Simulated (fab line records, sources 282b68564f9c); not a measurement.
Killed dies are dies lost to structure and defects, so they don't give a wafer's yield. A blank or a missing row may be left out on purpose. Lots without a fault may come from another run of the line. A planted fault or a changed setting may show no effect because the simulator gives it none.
fab line records | flow rit_cmos
record lots=6 wafers=18 last_day=7
route steps=202 shown NLDD@110 PLDD@114 SPACER@125 NSD@131 PSD@142 M1@202
lots that met no fault: from a run of the same line without faults
start_h: hours from the record's first day to the start of the lot's first wafer shown | wait_h: hours since the lot's step before | " the same as in the row above | L1.1+2: a row that stands for several wafers | - no value, or no start given | * or withheld: withheld | < > ~ a bound
route shown NAME@n: a module of which the file shows steps, and the number in the route of the first | usual: mean/standard deviation of fault-free wafers | same: alike in all rows | chamber/n: place in a boat | sites: the reading at each site | _std_site: their standard deviation | _edge_site: outer sites' mean less inner sites' | radius_mm: how far each site lies from the wafer's centre | mask NAME#n: copy n | behind: the tool/chamber that last shaped the wafer | hold: why the lot was held/for how many hours/how that ended | device: the transistor (n, p or np) that didn't switch | end of line: the same wafers' tests at the end of the route | a step without rows: its recipe alone | killed: dies lost to structure and defects at the first sort, not the wafer's yield | map: a wafer's dies, x killed, . not, _ none there
set.NAME: the setting as run; set.NAME@STEP: as run at that earlier step | model.NAME: the simulator's own value behind a step, which no gauge read
lots at some steps of the route; a table a step, a row a wafer
services: from which hour (start_h, from the record's first day; less than 0 if before it) a tool's chamber was out of use, for how many hours, and why
## steps
# step RIT_NLDD_HARDBAKE_07
# recipe resist=NOVOLAK temp_c=140 time_s=60
# step RIT_NLDD_IMPLANT_08
# recipe species=P energy_kev=20 dose_cm2=5e+14 tilt_deg=7
# step RIT_NLDD_STRIP_09
# recipe chemistry=O2 time_s=180 resist=NOVOLAK platen_temp_c=withheld power_w=500 pressure_mtorr=4000 o2_flow_sccm=4000
# usual drypump_motor_current_A=5.7/0.52
# columns lot.wafer tool chamber start_h wait_h drypump_motor_current_A rf_hours_counter_h
L948.1 plasma_asher-03 1 67.64 0.1 5.7 29
L948.2 " 0 " " 6.5 29
L948.6 " 1 " " 5.7 -
L951.3 plasma_asher-02 0 82.60 0.1 5.2 -
L951.5 " 1 " " 5.2 -
L951.6 " 0 " " 5.2 -
L955.1 plasma_asher-02 1 103.65 0.1 5.2 48
L955.2 " 0 " " 5.2 48
L955.6 " 1 " " 5.2 -
L960.1 plasma_asher-02 0 127.90 0.1 5.2 51
L960.3 " 1 " " 5.2 -
L960.5 " 1 " " 5.2 -
L961.1 plasma_asher-02 1 135.00 0.1 5.2 52
L961.2 " 0 " " 5.2 52
L961.4 " 1 " " 5.1 -
L965.1 plasma_asher-03 0 155.97 0.1 6.5 38
L965.4 " 1 " " 5.7 -
L965.5 " 0 " " 6.6 -
# step RIT_NLDD_TW_MEAS_10
# usual NLDD_TW=2478/14
# columns lot.wafer tool chamber start_h wait_h NLDD_TW
L948.1 film_metro-01 - 67.82 0.1 2467
L948.2 " - " " 2475
L948.6 " - " " 2465
L951.3 film_metro-02 - 82.73 0.1 2493
L951.5 " - " " 2494
L951.6 " - " " 2494
L955.1 film_metro-03 - 103.83 0.1 2466
L955.2 " - " " 2455
L955.6 " - " " 2472
L960.1 film_metro-03 - 128.07 0.1 2477
L960.3 " - " " 2466
L960.5 " - " " 2463
L961.1 film_metro-01 - 135.18 0.1 2479
L961.2 " - " " 2472
L961.4 " - " " 2478
L965.1 film_metro-02 - 156.15 0.1 2498
L965.4 " - " " 2472
L965.5 " - " " 2490
# step RIT_PLDD_HMDS_00
# recipe prime_time_s=60 prime_temp_c=140
# step RIT_PLDD_COAT_01
# recipe resist=NOVOLAK spin_rpm=3250 resist_thk_nm=1000
# step RIT_PLDD_SOFTBAKE_02
# recipe resist=NOVOLAK temp_c=90 time_s=60
# step RIT_PLDD_EXPOSE_03
# recipe mask_id=M8 na=0.57 target_cd_nm=40900 dose_mj=250
# step RIT_PLDD_PEB_04
# recipe resist=NOVOLAK temp_c=withheld time_s=withheld
# step RIT_PLDD_DEVELOP_05
# recipe resist=NOVOLAK develop_time_s=50 dev_temp_c=23
# step RIT_PLDD_OVL_MEAS_06
# usual PLDD_OVL=0.0/1.4
# columns lot.wafer tool chamber start_h wait_h PLDD_OVL[nm]
L948.1 overlay-02 - 68.73 - 0.0
L948.2 " - " " -0.4
L948.6 " - " " -1.4
L951.3 overlay-02 - 83.63 - -1.2
L951.5 " - " " -0.5
L951.6 " - " " -2.9
L955.1 overlay-02 - 104.74 - 0.2
L955.2 " - " " 1.8
L955.6 " - " " 2.2
L960.1 overlay-02 - 128.98 - -0.3
L960.3 " - " " -0.8
L960.5 " - " " 0.0
L961.1 overlay-01 - 136.09 - -1.7
L961.2 " - " " -1.9
L961.4 " - " " -3.7
L965.1 overlay-01 - 157.06 - 1.5
L965.4 " - " " 1.9
L965.5 " - " " 0.6
# step RIT_PLDD_HARDBAKE_07
# recipe resist=NOVOLAK temp_c=140 time_s=60
# step RIT_PLDD_IMPLANT_08
# recipe species=BF2 energy_kev=20 dose_cm2=9.189e+14 tilt_deg=7
# usual beam_energy_keV=20.000/0.0066 faraday_current_uA=2888/53
# columns lot.wafer tool chamber start_h wait_h beam_energy_keV faraday_current_uA model.implant.drp_nm
L948.1 implanter-04 0 68.91 0.1 19.996 2906 9.752
L948.2 " 0 " " 20.010 2872 9.752
L948.6 " 0 " " 19.997 2956 9.752
L951.3 implanter-03 0 83.86 0.1 20.008 2884 9.752
L951.5 " 0 " " 19.997 2960 9.752
L951.6 " 0 " " 19.997 2915 9.752
L955.1 implanter-03 0 104.94 0.1 20.007 2880 9.752
L955.2 " 0 " " 20.011 3001 9.752
L955.6 " 0 " " 20.013 2899 9.752
L960.1 implanter-03 0 129.17 0.1 20.896 2918 10.06
L960.3 " 0 " " 20.900 2826 10.06
L960.5 " 0 " " 20.895 2842 10.06
L961.1 implanter-03 0 136.28 0.1 20.904 2921 10.06
L961.2 " 0 " " 20.903 2836 10.06
L961.4 " 0 " " 20.905 2924 10.06
L965.1 implanter-04 0 157.25 0.1 19.997 2926 9.752
L965.4 " 0 " " 19.997 2879 9.752
L965.5 " 0 " " 19.988 2914 9.752
# step RIT_PLDD_STRIP_09
# recipe chemistry=O2 time_s=180 resist=NOVOLAK platen_temp_c=withheld power_w=500 pressure_mtorr=4000 o2_flow_sccm=4000
# usual drypump_motor_current_A=5.5/0.49
# columns lot.wafer tool chamber start_h wait_h drypump_motor_current_A rf_hours_counter_h
L948.1 plasma_asher-03 0 69.06 0.1 6.5 29
L948.2 " 1 " " 5.7 29
L948.6 " 1 " " 5.7 -
L951.3 plasma_asher-02 0 84.02 0.1 5.2 -
L951.5 " 0 " " 5.2 -
L951.6 " 1 " " 5.2 -
L955.1 plasma_asher-02 0 105.09 0.1 5.2 48
L955.2 " 1 " " 5.2 48
L955.6 " 0 " " 5.2 -
L960.1 plasma_asher-02 1 129.32 0.1 5.2 51
L960.3 " 0 " " 5.2 -
L960.5 " 0 " " 5.2 -
L961.1 plasma_asher-02 0 136.43 0.1 5.2 52
L961.2 " 1 " " 5.2 52
L961.4 " 0 " " 5.2 -
L965.1 plasma_asher-03 1 157.40 0.1 5.7 38
L965.4 " 0 " " 6.5 -
L965.5 " 1 " " 5.7 -
# step RIT_PLDD_TW_MEAS_10
# usual PLDD_TW=2345/14
# columns lot.wafer tool chamber start_h wait_h PLDD_TW
L948.1 film_metro-01 - 69.24 0.1 2323
L948.2 " - " " 2338
L948.6 " - " " 2330
L951.3 film_metro-02 - 84.15 0.1 2349
L951.5 " - " " 2355
L951.6 " - " " 2349
L955.1 film_metro-01 - 105.26 0.1 2340
L955.2 " - " " 2346
L955.6 " - " " 2332
L960.1 film_metro-03 - 129.49 0.1 2366
L960.3 " - " " 2371
L960.5 " - " " 2355
L961.1 film_metro-03 - 136.60 0.1 2366
L961.2 " - " " 2355
L961.4 " - " " 2358
L965.1 film_metro-03 - 157.57 0.1 2351
L965.4 " - " " 2367
L965.5 " - " " 2358
# step RIT_SPACER_CLEAN_00
# recipe chemistry=SC1 mix=3:3:50 time_s=600 temp_c=75
# step RIT_SPACER_CLEAN_01
# recipe chemistry=dHF dilution=50:1 time_s=30
# step RIT_SPACER_CLEAN_02
# recipe chemistry=SC2 mix=3:3:50 time_s=600 temp_c=75 dry=n2_spin
# step RIT_SPACER_CVD_03
# recipe material=Si3N4 target_thk_nm=250 temp_c=810 precursor=SiH2Cl2/NH3 time_s=3300 pressure_mtorr=300 sih2cl2_flow_sccm=60 nh3_flow_sccm=150
# step RIT_SPACER_THK_MEAS_04
# recipe reads=Si3N4_of_SPACER_CVD_03
# usual SPACER_NITRIDE_THK=249.1/2
# columns lot.wafer tool chamber start_h wait_h SPACER_NITRIDE_THK[nm]
L948.1 film_metro-02 - 71.60 0.0 249.1
L948.2 " - " " 247.8
L948.6 " - " " 248.0
L951.3 film_metro-04 - 86.50 0.0 250.2
L951.5 " - " " 251.2
L951.6 " - " " 250.3
L955.1 film_metro-04 - 108.61 0.0 251.4
L955.2 " - " " 249.5
L955.6 " - " " 248.6
L960.1 film_metro-02 - 135.84 0.0 248.2
L960.3 " - " " 245.8
L960.5 " - " " 247.4
L961.1 film_metro-03 - 140.79 0.0 249.6
L961.2 " - " " 248.5
L961.4 " - " " 249.7
L965.1 film_metro-04 - 167.31 0.0 248.0
L965.4 " - " " 246.1
L965.5 " - " " 248.5
# step RIT_SPACER_ETCHBACK_05
# recipe target_depth_a=2500 SF6_flow_sccm=30 CHF3_flow_sccm=30 target=Si3N4 chemistry=SF6/CHF3 pressure_mtorr=40 rf_w=250 time_s=240 stop_on=SiO2
# usual drypump_motor_current_A=5.8/0.39 oes_product_au=0.842/0.015 throttle_valve_pct=10.24/0.13
# columns lot.wafer tool chamber start_h wait_h drypump_motor_current_A oes_product_au rf_hours_counter_h throttle_valve_pct
L948.1 rie_diel-03 1 71.66 0.1 5.5 0.860 142 10.50
L948.2 " 2 " " 5.9 0.839 60 10.39
L948.6 " 3 " " 5.9 0.861 - 10.14
L951.3 rie_diel-04 2 86.54 0.0 6.6 0.837 103 10.22
L951.5 " 3 " " 5.4 0.841 - 10.24
L951.6 " 2 " " 6.6 0.842 - 10.22
L955.1 rie_diel-04 1 108.67 0.1 5.5 0.831 119 10.24
L955.2 " 2 " " 6.6 0.838 103 10.21
L955.6 " 2 " " 6.6 0.842 - 10.23
L960.1 rie_diel-01 0 135.90 0.1 5.8 0.826 108 9.99
L960.3 " 3 " " 4.9 0.850 108 10.33
L960.5 " 2 " " 5.8 0.836 - 10.35
L961.1 rie_diel-03 3 140.85 0.1 5.9 0.854 2 10.17
L961.2 " 1 " " 5.5 0.858 143 10.50
L961.4 " 2 " " 5.9 0.850 61 10.41
L965.1 rie_diel-01 2 167.37 0.1 5.8 0.836 31 10.35
L965.4 " 3 " " 4.9 0.854 108 10.32
L965.5 " 1 " " 5.9 0.851 - 10.23
# step RIT_NSD_HMDS_00
# recipe prime_time_s=60 prime_temp_c=140
# step RIT_NSD_COAT_01
# recipe resist=NOVOLAK spin_rpm=3250 resist_thk_nm=1000
# step RIT_NSD_SOFTBAKE_02
# recipe resist=NOVOLAK temp_c=90 time_s=60
# step RIT_NSD_EXPOSE_03
# recipe mask_id=M9 na=0.57 target_cd_nm=40700 dose_mj=250
# step RIT_NSD_PEB_04
# recipe resist=NOVOLAK temp_c=withheld time_s=withheld
# step RIT_NSD_DEVELOP_05
# recipe resist=NOVOLAK develop_time_s=50 dev_temp_c=23
# step RIT_NSD_OVL_MEAS_06
# usual NSD_OVL=-0.7/1.2
# columns lot.wafer tool chamber start_h wait_h NSD_OVL[nm]
L948.1 overlay-02 - 72.92 - -0.1
L948.2 " - " " -2.9
L948.6 " - " " -2.9
L951.3 overlay-01 - 87.67 - 1.0
L951.5 " - " " -0.7
L951.6 " - " " -0.2
L955.1 overlay-01 - 109.80 - 1.5
L955.2 " - " " 0.5
L955.6 " - " " 2.3
L960.1 overlay-02 - 136.90 - -2.0
L960.3 " - " " -1.2
L960.5 " - " " -0.5
L961.1 overlay-02 - 141.97 - -1.5
L961.2 " - " " -1.5
L961.4 " - " " -0.1
L965.1 overlay-01 - 168.50 - -1.4
L965.4 " - " " -1.7
L965.5 " - " " -2.5
# step RIT_NSD_HARDBAKE_07
# recipe resist=NOVOLAK temp_c=140 time_s=60
# step RIT_NSD_IMPLANT_08
# recipe species=P energy_kev=25 dose_cm2=1e+15 tilt_deg=7
# step RIT_NSD_STRIP_09
# recipe chemistry=O2 time_s=180 resist=NOVOLAK platen_temp_c=withheld power_w=500 pressure_mtorr=4000 o2_flow_sccm=4000
# usual drypump_motor_current_A=5.30/0.27
# columns lot.wafer tool chamber start_h wait_h drypump_motor_current_A rf_hours_counter_h
L948.1 plasma_asher-02 0 73.25 0.1 5.24 45
L948.2 " 1 " " 5.15 45
L948.6 " 1 " " 5.18 -
L951.3 plasma_asher-01 0 88.06 0.1 5.29 -
L951.5 " 0 " " 5.26 -
L951.6 " 1 " " 5.19 -
L955.1 plasma_asher-02 0 110.13 0.1 5.19 49
L955.2 " 1 " " 5.17 49
L955.6 " 1 " " 5.16 -
L960.1 plasma_asher-04 1 137.24 0.1 6.30 51
L960.3 " 1 " " 6.30 -
L960.5 " 0 " " 5.49 -
L961.1 plasma_asher-01 0 142.31 0.1 5.30 2
L961.2 " 1 " " 5.18 2
L961.4 " 0 " " 5.30 -
L965.1 plasma_asher-02 0 168.83 0.1 5.20 55
L965.4 " 1 " " 5.17 -
L965.5 " 0 " " 5.20 -
# step RIT_NSD_TW_MEAS_10
# usual NSD_TW=3104/17
# columns lot.wafer tool chamber start_h wait_h NSD_TW
L948.1 film_metro-01 - 73.43 0.1 3113
L948.2 " - " " 3134
L948.6 " - " " 3108
L951.3 film_metro-01 - 88.19 0.1 3105
L951.5 " - " " 3108
L951.6 " - " " 3102
L955.1 film_metro-01 - 110.31 0.1 3108
L955.2 " - " " 3086
L955.6 " - " " 3083
L960.1 film_metro-03 - 137.41 0.1 3084
L960.3 " - " " 3078
L960.5 " - " " 3098
L961.1 film_metro-01 - 142.49 0.1 3104
L961.2 " - " " 3126
L961.4 " - " " 3113
L965.1 film_metro-02 - 169.01 0.1 3132
L965.4 " - " " 3149
L965.5 " - " " 3134
# step RIT_PSD_HMDS_00
# recipe prime_time_s=60 prime_temp_c=140.9
# step RIT_PSD_COAT_01
# recipe resist=NOVOLAK spin_rpm=3250 resist_thk_nm=1000
# step RIT_PSD_SOFTBAKE_02
# recipe resist=NOVOLAK temp_c=90 time_s=60
# step RIT_PSD_EXPOSE_03
# recipe mask_id=M10 na=0.57 target_cd_nm=40900 dose_mj=250
# step RIT_PSD_PEB_04
# recipe resist=NOVOLAK temp_c=withheld time_s=withheld
# step RIT_PSD_DEVELOP_05
# recipe resist=NOVOLAK develop_time_s=50 dev_temp_c=23
# step RIT_PSD_OVL_MEAS_06
# usual PSD_OVL=0.5/1.4
# columns lot.wafer tool chamber start_h wait_h PSD_OVL[nm]
L948.1 overlay-01 - 74.34 - 0.0
L948.2 " - " " 0.6
L948.6 " - " " 0.2
L951.3 overlay-01 - 89.22 - 0.4
L951.5 " - " " -1.0
L951.6 " - " " -0.4
L955.1 overlay-02 - 111.43 - 0.7
L955.2 " - " " 0.0
L955.6 " - " " 0.2
L960.1 overlay-01 - 138.32 - 2.4
L960.3 " - " " 1.8
L960.5 " - " " 1.4
L961.1 overlay-01 - 143.61 - 0.8
L961.2 " - " " 1.9
L961.4 " - " " 2.5
L965.1 overlay-02 - 170.25 - 0.4
L965.4 " - " " 1.3
L965.5 " - " " 1.6
# step RIT_PSD_HARDBAKE_07
# recipe resist=NOVOLAK temp_c=140 time_s=60
# step RIT_PSD_IMPLANT_08
# recipe species=BF2 energy_kev=27 dose_cm2=5e+15 tilt_deg=7
# step RIT_PSD_STRIP_09
# recipe chemistry=O2 time_s=180 resist=NOVOLAK platen_temp_c=withheld power_w=500 pressure_mtorr=4000 o2_flow_sccm=4000
# usual drypump_motor_current_A=5.8/0.51
# columns lot.wafer tool chamber start_h wait_h drypump_motor_current_A rf_hours_counter_h
L948.1 plasma_asher-03 0 74.67 0.1 6.5 29
L948.2 " 1 " " 5.7 29
L948.6 " 1 " " 5.7 -
L951.3 plasma_asher-04 1 89.60 0.1 6.3 -
L951.5 " 1 " " 6.3 -
L951.6 " 0 " " 5.6 -
L955.1 plasma_asher-04 1 111.85 0.1 6.3 48
L955.2 " 0 " " 5.6 48
L955.6 " 0 " " 5.6 -
L960.1 plasma_asher-04 1 138.66 0.1 6.3 51
L960.3 " 0 " " 5.6 -
L960.5 " 0 " " 5.5 -
L961.1 plasma_asher-01 0 143.95 0.1 5.3 2
L961.2 " 1 " " 5.2 2
L961.4 " 0 " " 5.2 -
L965.1 plasma_asher-04 0 170.58 0.1 5.5 54
L965.4 " 1 " " 6.3 -
L965.5 " 1 " " 6.3 -
# step RIT_SDANNEAL_RS_MEAS_06
# recipe thk_meas_gauge=four-point-probe
# usual PLDD_RS=176.9/0.5
# columns lot.wafer tool chamber start_h wait_h PLDD_RS[ohm/sq]
L948.1 film_metro-02 - 75.75 0.1 177.6
L948.2 " - " " 176.5
L948.6 " - " " 176.9
L951.3 film_metro-03 - 90.48 0.1 177.5
L951.5 " - " " 176.9
L951.6 " - " " 176.8
L955.1 film_metro-02 - 112.75 0.1 176.0
L955.2 " - " " 176.4
L955.6 " - " " 176.1
L960.1 film_metro-01 - 139.59 0.1 173.7
L960.3 " - " " 173.8
L960.5 " - " " 173.2
L961.1 film_metro-03 - 144.89 0.1 174.4
L961.2 " - " " 174.3
L961.4 " - " " 174.0
L965.1 film_metro-03 - 171.52 0.1 177.2
L965.4 " - " " 177.2
L965.5 " - " " 176.5
# step RIT_M1_PROBE_99
# usual killed_at_contacts=0.1/0.31 killed_at_front_end=6.3/3 killed_dies=6.4/3 killed_open=3/1.9 killed_short=3.4/1.9
# same gross_dies=264 killed_at_M0_to_M3=0 killed_at_M4_up=0 killed_at_back_side=0 killed_at_other=0
# columns lot.wafer tool chamber start_h wait_h killed_at_contacts killed_at_front_end killed_dies killed_open killed_short
L948.1 prober-02 - 83.19 0.1 0 3 3 1 2
L948.2 prober-02 - 83.24 0.1 0 8 8 2 6
L948.6 prober-02 - 83.44 0.2 0 5 5 2 3
L961.1 prober-01 - 152.63 0.1 1 4 5 3 2
L961.2 prober-01 - 152.68 0.1 0 6 6 3 3
L961.4 prober-01 - 152.78 0.2 1 8 9 6 3
# killed by level:class
L948.1 GATE:geometric_particle:short=1 REOX:geometric_particle:open=1 SPACER:geometric_particle:short=1
L948.2 GATE:geometric_particle:short=3 REOX:geometric_particle:short=2 GATE:geometric_particle:open=1 SPACER:geometric_particle:open=1 SPACER:geometric_particle:short=1
L948.6 FOX1:geometric_particle:open=1 FOX2:geometric_particle:short=1 GATE:geometric_particle:short=1 REOX:geometric_particle:open=1 REOX:geometric_particle:short=1
L961.1 GATE:geometric_particle:short=2 GATE:geometric_particle:open=1 SILICIDE:geometric_particle:open=1 CONTACT:geometric_particle:open=1
L961.2 GATE:geometric_particle:short=3 GATE:geometric_particle:open=3
L961.4 GATE:geometric_particle:open=3 FOX1:geometric_particle:open=1 FOX2:geometric_particle:short=1 REOX:geometric_particle:open=1 REOX:geometric_particle:short=1 SPACER:geometric_particle:open=1 CONTACT:geometric_particle:short=1
## services
# columns tool chamber start_h hours kind
rie_diel-04 0 48.14 1.9 repair
plasma_asher-04 - 57.82 14.6 pm
plasma_asher-04 - 74.78 2.2 repair
plasma_asher-02 - 77.73 3.1 repair
rie_diel-01 2 82.59 5.1 repair
rie_diel-04 0 85.20 5.6 repair
implanter-03 - 97.79 1.2 repair
plasma_asher-01 - 98.54 2.8 pm
rie_diel-04 0 104.63 - clean
rie_diel-04 0 104.63 23.6 scheduled_down
rie_diel-04 0 104.63 23.6 vent_cycle
plasma_asher-01 - 108.75 9.0 pm
plasma_asher-01 0 108.75 9.5 vent_cycle
plasma_asher-01 1 108.75 9.5 vent_cycle
plasma_asher-01 - 109.09 9.1 repair
plasma_asher-04 - 114.19 2.8 repair
rie_diel-04 1 115.23 7.2 repair
plasma_asher-01 0 117.75 - clean
plasma_asher-01 1 117.75 - clean
rie_diel-03 1 118.47 9.9 repair
rie_diel-03 0 125.87 4.4 repair
plasma_asher-04 - 129.31 4.3 pm
## key
first_sign step=RIT_PLDD_IMPLANT_08 reading=beam_energy_keV direction=up sigmas=99+ usual=20.000 struck=20.901
effect step=RIT_SDANNEAL_RS_MEAS_06 reading=PLDD_RS direction=down sigmas=6.1 usual=176.9 struck=173.9
model_effect step=RIT_PLDD_IMPLANT_08 value=implant.drp_nm without=9.752 struck=10.06
met_at RIT_PLDD_IMPLANT_08
struck_wafers L960.1,L960.3,L960.5,L961.1,L961.2,L961.4
tester_left_out L960,L961
onset_between 104.94 129.17
fault kind=process_parameter_drift tool=implanter-03 chamber=- onset_h=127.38 steps=RIT_PLDD_IMPLANT_08 channel=energy_kev offset=0.897 shape=step end_h=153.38 acts_in=these_recipes_only stated=20
# tester_left_out: of these lots the tester's yield and bins aren't shown, on N5 and GAA mostly nor the transistor test; their killed dies are dies lost to structure and defects alone, not to doping, threshold or leakage, so they don't give the yield
